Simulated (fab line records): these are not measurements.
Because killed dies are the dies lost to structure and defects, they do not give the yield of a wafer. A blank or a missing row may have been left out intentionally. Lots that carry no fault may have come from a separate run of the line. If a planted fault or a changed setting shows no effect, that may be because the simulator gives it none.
The same fault as seen by 2 desks ; flow ritCmos ; each desk has only its own numbers; what lay behind them comes last

## AT THE TOOL OWNER'S DESK: plasmaAsher-01
The tool's own readings at RIT_NLDD_STRIP_09 (strips in O2, time 180 s): means of the sampled wafers that have a number, for each lot that ran on this tool. If a lot's mean is further than 4 standard deviations from the usual mean, the lot is out of limits and carries the mark OUT (the distance appears in the brackets).
Columns: A = drypumpMotorCurrentA at RIT_NLDD_STRIP_09, usual 5.88 A; B = runLengthS at RIT_NLDD_STRIP_09, usual 208.1 s
lot;first seen here;A;B
L685;day 3 06:40;5.70;208.2
L686;day 3 20:52;5.63;207.7
L689;day 4 04:38;5.69;208.1
L694;day 5 05:32;5.69;208.3
L699;day 6 07:10;5.68;72.4 (-99 or more) OUT
This desk's verdict: out of limits on L699, starting with L699 at day 6 07:10 (runLengthS at RIT_NLDD_STRIP_09). Within limits: L685, L686, L689, L694.

## AT THE METROLOGY DESK
What the gauges read for every lot (on any tool): the sampled wafers with a number, averaged. If a lot's mean is further than 4 standard deviations from the usual mean, the lot is out of limits and carries the mark OUT (the distance appears in the brackets).
Columns: A = PLDD_TW at RIT_PLDD_TW_MEAS_10, usual 2330
lot;first seen here;A
L684;day 3 08:01;2323
L685;day 3 08:20;2331
L686;day 3 22:36;2340
L688;day 4 06:04;2317
L689;day 4 06:19;2322
L690;day 4 08:20;2337
L694;day 5 07:11;2339
L695;day 5 14:23;2329
L696;day 5 16:28;2328
L699;day 6 08:53;30 (-99 or more) OUT
L703;day 7 12:47;2330
L705;day 8 03:41;2338
L706;day 8 04:05;2324
Per this desk, out of limits: L699; the first was L699, day 6 08:53 (PLDD_TW at RIT_PLDD_TW_MEAS_10). Within limits: L684, L685, L686, L688, L689, L690, L694, L695, L696, L703, L705, L706.

## ALL TOGETHER
The tool owner's desk had the chance to raise an alarm at day 6 07:10 on L699.
Metrology desk: alarm possible at day 6 08:53 on L699.
The lots listed all ran RIT_NLDD_STRIP_09 on plasmaAsher-01.

## WHAT THE SIMULATOR HAD INSERTED
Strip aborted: plasmaAsher-01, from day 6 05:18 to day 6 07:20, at RIT_NLDD_STRIP_09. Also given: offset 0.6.
Shown lots that were struck: L699.
Time in hours from fault onset to the first out-of-limits reading at each desk: tool owner's desk 2, metrology desk 4.
